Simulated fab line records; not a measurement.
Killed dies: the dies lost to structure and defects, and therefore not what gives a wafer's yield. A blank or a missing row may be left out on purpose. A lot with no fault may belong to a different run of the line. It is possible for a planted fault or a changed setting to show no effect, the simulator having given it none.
fab line records + flow berkeleyCmos170
[record]
- lots = 14
- wafers = 42
- lastDay = 13
route steps=331 shown PLDD@155 NLDD@168
lots untouched by any fault: they come from a run of this same line in which no faults occurred
startH: hours from the record's opening day to when the first of the lot's shown wafers began + waitH: hours elapsed since this lot's preceding step + " same as the row above + L1.1+2: one row covering several wafers at once + - value missing, or start not given + * or withheld: withheld + < > ~ a bound
route shown NAME@n: a module of which the file shows steps, and the number in the route of the first + usual: mean/standard deviation taken from wafers without a fault + same: alike in all rows + chamber/n: place in a boat + sites: readings site by site + _std_site: standard deviation across them + _edge_site: the outer-site mean with the inner-site mean subtracted + radiusMm: for every site, how far away it sits from the centre of the wafer + mask NAME#n: copy n + behind: the tool/chamber that last shaped the wafer + hold: why the lot went on hold/how many hours it stayed there/how the hold came to an end + device: the transistor (n, p or np) that didn't switch + end of line: the route-end tests of the same wafers + a step without rows: its recipe alone + killed: not the wafer's yield, but the dies lost to structure and defects at the first sort + map: shows each die of a wafer: x if killed, . if not, _ if none is there
set.NAME: the run value of the setting; set.NAME@STEP: its run value at that earlier step + model.NAME: the simulator's own value behind a step, which no gauge read
a sample of lots followed through the steps of the route, with each step as a table and each wafer as a row
services: when a tool's chamber went out of use (startH, in hours from the record's first day, below 0 if earlier), for how many hours, and the reason
[[steps]]
[step UCB170_PLDD_STRIP_10]
[recipe]
- chemistry = O2
- powerW = 400
- pressureMtorr = 3500
- platenTempC = withheld
- o2FlowSccm = 400
- overashFraction = 0.5
[usual]
- chamberPressureMTorr = 3500.1/3
- drypumpMotorCurrentA = 5.85/0.27
- oesProductAu = 0.734/0.0043
- stripTimeToEndpointS = 21.64/0.059
| lot.wafer | tool           | chamber | startH | waitH | chamberPressureMTorr | drypumpMotorCurrentA | oesProductAu | rfHoursCounterH | stripTimeToEndpointS |
|-----------|----------------|---------|--------|-------|----------------------|----------------------|--------------|-----------------|----------------------|
| L238.1    | plasmaAsher-01 | 0       | 164.58 | 0.1   | 3502.6               | 5.97                 | 0.741        | 5               | 21.61                |
| L238.2    | "              | 1       | "      | "     | 3495.4               | 5.52                 | 0.740        | 5               | 21.59                |
| L238.3    | "              | 1       | "      | "     | 3495.1               | 5.54                 | 0.730        | -               | 21.57                |
| L239.1    | plasmaAsher-03 | 0       | 176.94 | 0.1   | 3500.7               | 5.80                 | 0.729        | 46              | 21.73                |
| L239.5    | "              | 0       | "      | "     | 3493.9               | 5.80                 | 0.731        | -               | 21.69                |
| L239.6    | "              | 1       | "      | "     | 3497.2               | 5.55                 | 0.738        | -               | 21.62                |
| L242.2    | plasmaAsher-01 | 0       | 177.42 | 0.1   | 3501.7               | 5.96                 | 0.736        | 6               | 21.64                |
| L242.3    | "              | 1       | "      | "     | 3498.9               | 5.55                 | 0.732        | -               | 21.60                |
| L242.5    | "              | 1       | "      | "     | 3500.9               | 5.56                 | 0.725        | -               | 21.67                |
| L240.1    | plasmaAsher-03 | 1       | 177.69 | 0.1   | 3498.5               | 5.58                 | 0.742        | 47              | 21.71                |
| L240.3    | "              | 0       | "      | "     | 3495.8               | 5.78                 | 0.735        | -               | 21.69                |
| L240.5    | "              | 0       | "      | "     | 3498.7               | 5.79                 | 0.740        | -               | 21.66                |
| L244.2    | plasmaAsher-04 | 1       | 188.46 | 0.1   | 3503.8               | 5.94                 | 0.733        | 43              | 21.60                |
| L244.5    | "              | 1       | "      | "     | 3497.4               | 5.93                 | 0.733        | -               | 21.55                |
| L244.6    | "              | 0       | "      | "     | 3499.1               | 6.34                 | 0.741        | -               | 21.61                |
| L246.2    | plasmaAsher-01 | 0       | 206.69 | 0.1   | 3499.7               | 5.99                 | 0.733        | 9               | 21.64                |
| L246.4    | "              | 0       | "      | "     | 3504.4               | 5.98                 | 0.741        | -               | 21.65                |
| L246.5    | "              | 0       | "      | "     | 3500.9               | 5.96                 | 0.735        | -               | 21.59                |
| L247.3    | plasmaAsher-04 | 1       | 206.96 | 0.1   | -                    | -                    | -            | -               | -                    |
| L247.4    | "              | 0       | "      | "     | -                    | -                    | -            | -               | -                    |
| L247.5    | "              | 1       | "      | "     | -                    | -                    | -            | -               | -                    |
| L248.1    | plasmaAsher-03 | 0       | 220.85 | 0.1   | -                    | -                    | -            | -               | -                    |
| L248.5    | "              | 0       | "      | "     | -                    | -                    | -            | -               | -                    |
| L248.6    | "              | 1       | "      | "     | -                    | -                    | -            | -               | -                    |
| L252.1    | plasmaAsher-01 | 1       | 221.13 | 0.1   | 3499.7               | 5.51                 | 0.740        | 11              | 21.73                |
| L252.2    | "              | 0       | "      | "     | 3497.7               | 5.98                 | 0.731        | 11              | 21.71                |
| L252.5    | "              | 0       | "      | "     | 3500.8               | 6.01                 | 0.738        | -               | 21.67                |
| L250.2    | plasmaAsher-04 | 0       | 221.29 | 0.1   | 3501.8               | 6.32                 | 0.740        | 48              | 21.56                |
| L250.4    | "              | 0       | "      | "     | 3499.0               | 6.32                 | 0.739        | -               | 21.60                |
| L250.6    | "              | 1       | "      | "     | 3505.7               | 5.93                 | 0.734        | -               | 21.54                |
| L257.1    | plasmaAsher-03 | 0       | 260.49 | 0.1   | 3506.4               | 5.81                 | 0.732        | 56              | 21.68                |
| L257.2    | "              | 1       | "      | "     | 3498.4               | 5.53                 | 0.731        | 56              | 21.68                |
| L257.5    | "              | 0       | "      | "     | 3496.0               | 5.82                 | 0.738        | -               | 21.61                |
| L259.4    | plasmaAsher-01 | 0       | 270.14 | 0.1   | 3505.8               | 5.96                 | 0.735        | -               | 21.51                |
| L259.5    | "              | 1       | "      | "     | 3500.4               | 5.52                 | 0.726        | -               | 21.53                |
| L259.6    | "              | 0       | "      | "     | 3497.2               | 5.99                 | 0.724        | -               | 21.64                |
| L258.1    | plasmaAsher-03 | 0       | 270.38 | 0.1   | 3499.4               | 5.79                 | 0.728        | 58              | 21.49                |
| L258.2    | "              | 1       | "      | "     | 3500.7               | 5.53                 | 0.735        | 58              | 21.60                |
| L258.3    | "              | 0       | "      | "     | 3501.7               | 5.80                 | 0.732        | -               | 21.57                |
| L260.2    | plasmaAsher-04 | 1       | 282.50 | 0.1   | 3506.9               | 5.90                 | 0.734        | 54              | 21.60                |
| L260.4    | "              | 1       | "      | "     | 3501.1               | 5.97                 | 0.732        | -               | 21.58                |
| L260.6    | "              | 0       | "      | "     | 3498.3               | 6.34                 | 0.723        | -               | 21.67                |
[step UCB170_NLDD_STRIP_10]
[recipe]
- chemistry = O2
- powerW = 400
- pressureMtorr = 3500
- platenTempC = withheld
- o2FlowSccm = 400
- overashFraction = 0.5
[usual]
- chamberPressureMTorr = 3500/3.2
- drypumpMotorCurrentA = 5.8/0.32
- oesProductAu = 0.734/0.0047
- stripTimeToEndpointS = 21.65/0.063
| lot.wafer | tool           | chamber | startH | waitH | chamberPressureMTorr | drypumpMotorCurrentA | oesProductAu | rfHoursCounterH | stripTimeToEndpointS |
|-----------|----------------|---------|--------|-------|----------------------|----------------------|--------------|-----------------|----------------------|
| L238.1    | plasmaAsher-02 | 0       | 166.83 | 0.1   | 3497                 | 5.8                  | 0.735        | 39              | 21.69                |
| L238.2    | "              | 1       | "      | "     | 3496                 | 5.3                  | 0.735        | 39              | 21.70                |
| L238.3    | "              | 0       | "      | "     | 3503                 | 5.8                  | 0.736        | -               | 21.62                |
| L239.1    | plasmaAsher-04 | 1       | 178.81 | 0.1   | 3499                 | 5.9                  | 0.739        | 43              | 21.67                |
| L239.5    | "              | 0       | "      | "     | 3497                 | 6.3                  | 0.737        | -               | 21.63                |
| L239.6    | "              | 1       | "      | "     | 3497                 | 5.9                  | 0.738        | -               | 21.62                |
| L242.2    | plasmaAsher-04 | 0       | 179.36 | 0.1   | 3500                 | 6.3                  | 0.732        | 43              | 21.54                |
| L242.3    | "              | 1       | "      | "     | 3503                 | 5.9                  | 0.735        | -               | 21.54                |
| L242.5    | "              | 1       | "      | "     | 3501                 | 5.9                  | 0.741        | -               | 21.55                |
| L240.1    | plasmaAsher-03 | 1       | 179.66 | 0.1   | 3498                 | 5.5                  | 0.731        | 47              | 21.71                |
| L240.3    | "              | 0       | "      | "     | 3502                 | 5.8                  | 0.731        | -               | 21.71                |
| L240.5    | "              | 0       | "      | "     | 3497                 | 5.8                  | 0.737        | -               | 21.70                |
| L244.2    | plasmaAsher-04 | 1       | 191.36 | 0.1   | 3501                 | 5.9                  | 0.740        | 44              | 21.64                |
| L244.5    | "              | 1       | "      | "     | 3501                 | 5.9                  | 0.740        | -               | 21.77                |
| L244.6    | "              | 0       | "      | "     | 3500                 | 6.3                  | 0.732        | -               | 21.63                |
| L246.2    | plasmaAsher-03 | 1       | 208.62 | 0.1   | 3498                 | 5.6                  | 0.731        | 50              | 21.67                |
| L246.4    | "              | 0       | "      | "     | 3503                 | 5.8                  | 0.737        | -               | 21.69                |
| L246.5    | "              | 0       | "      | "     | 3500                 | 5.8                  | 0.737        | -               | 21.62                |
| L247.3    | plasmaAsher-02 | 0       | 208.93 | 0.1   | 3504                 | 5.8                  | 0.743        | -               | 47.88                |
| L247.4    | "              | 1       | "      | "     | 3498                 | 5.3                  | 0.743        | -               | 47.90                |
| L247.5    | "              | 1       | "      | "     | 3496                 | 5.3                  | 0.739        | -               | 47.83                |
| L248.1    | plasmaAsher-02 | 0       | 222.63 | 0.1   | 3503                 | 5.8                  | 0.735        | 45              | 48.01                |
| L248.5    | "              | 1       | "      | "     | 3507                 | 5.3                  | 0.745        | -               | 48.03                |
| L248.6    | "              | 0       | "      | "     | 3495                 | 5.8                  | 0.744        | -               | 47.88                |
| L252.1    | plasmaAsher-04 | 0       | 223.11 | 0.1   | 3498                 | 6.3                  | 0.725        | 48              | 21.66                |
| L252.2    | "              | 1       | "      | "     | 3502                 | 6.0                  | 0.731        | 48              | 21.65                |
| L252.5    | "              | 1       | "      | "     | 3503                 | 6.0                  | 0.731        | -               | 21.64                |
| L250.2    | plasmaAsher-02 | 1       | 223.80 | 0.1   | 3500                 | 5.3                  | 0.735        | 45              | 21.66                |
| L250.4    | "              | 1       | "      | "     | 3498                 | 5.3                  | 0.733        | -               | 21.62                |
| L250.6    | "              | 0       | "      | "     | 3502                 | 5.8                  | 0.726        | -               | 21.61                |
| L257.1    | plasmaAsher-03 | 0       | 262.29 | 0.1   | 3495                 | 5.8                  | 0.737        | 56              | 21.63                |
| L257.2    | "              | 1       | "      | "     | 3502                 | 5.5                  | 0.731        | 56              | 21.65                |
| L257.5    | "              | 1       | "      | "     | 3500                 | 5.5                  | 0.733        | -               | 21.62                |
| L259.4    | plasmaAsher-02 | 0       | 271.90 | 0.1   | 3503                 | 5.8                  | 0.733        | -               | 21.55                |
| L259.5    | "              | 0       | "      | "     | 3497                 | 5.8                  | 0.732        | -               | 21.63                |
| L259.6    | "              | 1       | "      | "     | 3497                 | 5.3                  | 0.740        | -               | 21.58                |
| L258.1    | plasmaAsher-04 | 0       | 272.36 | 0.1   | 3497                 | 6.3                  | 0.731        | 53              | 21.69                |
| L258.2    | "              | 1       | "      | "     | 3498                 | 5.9                  | 0.734        | 53              | 21.64                |
| L258.3    | "              | 1       | "      | "     | 3504                 | 5.9                  | 0.732        | -               | 21.60                |
| L260.2    | plasmaAsher-04 | 0       | 285.23 | 0.1   | 3501                 | 6.3                  | 0.725        | 54              | 21.70                |
| L260.4    | "              | 0       | "      | "     | 3495                 | 6.4                  | 0.736        | -               | 21.72                |
| L260.6    | "              | 1       | "      | "     | 3499                 | 5.9                  | 0.736        | -               | 21.72                |
[step UCB170_NLDD_TW_MEAS_11]
[usual]
- NLDD_TW = 2202/22
| lot.wafer | tool         | chamber | startH | waitH | NLDD_TW |
|-----------|--------------|---------|--------|-------|---------|
| L238.1    | filmMetro-02 | -       | 166.93 | 0.1   | 2220    |
| L238.2    | "            | -       | "      | "     | 2214    |
| L238.3    | "            | -       | "      | "     | 2233    |
| L239.1    | filmMetro-02 | -       | 178.91 | 0.1   | 2197    |
| L239.5    | "            | -       | "      | "     | 2194    |
| L239.6    | "            | -       | "      | "     | 2203    |
| L242.2    | filmMetro-02 | -       | 179.47 | 0.1   | 2208    |
| L242.3    | "            | -       | "      | "     | 2196    |
| L242.5    | "            | -       | "      | "     | 2195    |
| L240.1    | filmMetro-04 | -       | 179.76 | 0.1   | 2223    |
| L240.3    | "            | -       | "      | "     | 2213    |
| L240.5    | "            | -       | "      | "     | 2214    |
| L244.2    | filmMetro-03 | -       | 191.47 | 0.1   | 2178    |
| L244.5    | "            | -       | "      | "     | 2189    |
| L244.6    | "            | -       | "      | "     | 2180    |
| L246.2    | filmMetro-02 | -       | 208.73 | 0.1   | 2228    |
| L246.4    | "            | -       | "      | "     | 2224    |
| L246.5    | "            | -       | "      | "     | 2229    |
| L247.3    | filmMetro-03 | -       | 209.01 | 0.1   | 29      |
| L247.4    | "            | -       | "      | "     | 29      |
| L247.5    | "            | -       | "      | "     | 29      |
| L248.1    | filmMetro-03 | -       | 222.73 | 0.1   | 30      |
| L248.5    | "            | -       | "      | "     | 30      |
| L248.6    | "            | -       | "      | "     | 30      |
| L252.1    | filmMetro-04 | -       | 223.21 | 0.1   | 2220    |
| L252.2    | "            | -       | "      | "     | 2209    |
| L252.5    | "            | -       | "      | "     | 2223    |
| L250.2    | filmMetro-03 | -       | 223.91 | 0.1   | 2179    |
| L250.4    | "            | -       | "      | "     | 2174    |
| L250.6    | "            | -       | "      | "     | 2181    |
| L257.1    | filmMetro-04 | -       | 262.39 | 0.1   | 2200    |
| L257.2    | "            | -       | "      | "     | 2217    |
| L257.5    | "            | -       | "      | "     | 2210    |
| L259.4    | filmMetro-04 | -       | 271.99 | 0.1   | 2217    |
| L259.5    | "            | -       | "      | "     | 2217    |
| L259.6    | "            | -       | "      | "     | 2228    |
| L258.1    | filmMetro-03 | -       | 272.48 | 0.1   | 2153    |
| L258.2    | "            | -       | "      | "     | 2172    |
| L258.3    | "            | -       | "      | "     | 2168    |
| L260.2    | filmMetro-02 | -       | 285.34 | 0.1   | 2230    |
| L260.4    | "            | -       | "      | "     | 2224    |
| L260.6    | "            | -       | "      | "     | 2229    |
[[services]]
| tool           | chamber | startH | hours | kind   |
|----------------|---------|--------|-------|--------|
| plasmaAsher-04 | -       | 258.23 | 6.5   | repair |
| plasmaAsher-02 | -       | 260.85 | 8.1   | repair |
[[key]]
[firstSign]
- step = UCB170_PLDD_STRIP_10
- reading = toolRecord
- direction = missing
[effect]
- step = UCB170_NLDD_STRIP_10
- reading = stripTimeToEndpointS
- direction = up
- sigmas = 99+
- usual = *
- struck = *
[effect]
- step = UCB170_NLDD_TW_MEAS_11
- reading = NLDD_TW
- direction = down
- sigmas = 99+
- usual = 2202
- struck = 30
metAt UCB170_PLDD_STRIP_10
struckLots L247,L248
sortLeftOut L247.3,L247.4,L247.5,L248.1,L248.5,L248.6
testerLeftOut L247,L248
onsetBetween 188.46 206.96
[fault]
- kind = skippedStepWhole
- tool = plasmaAsher-03,plasmaAsher-04
- chamber = -
- onsetH = 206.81
- steps = UCB170_PLDD_STRIP_10
- scope = struckLotsOnly
// testerLeftOut: of these lots the tester's yield and bins aren't shown, on N5 and GAA mostly nor the transistor test; their killed dies are dies lost to structure and defects alone, not to doping, threshold or leakage, so they don't give the yield
// sortLeftOut: the simulated sort isn't trusted on such a fault, so these wafers' sort isn't shown, and their yield isn't known
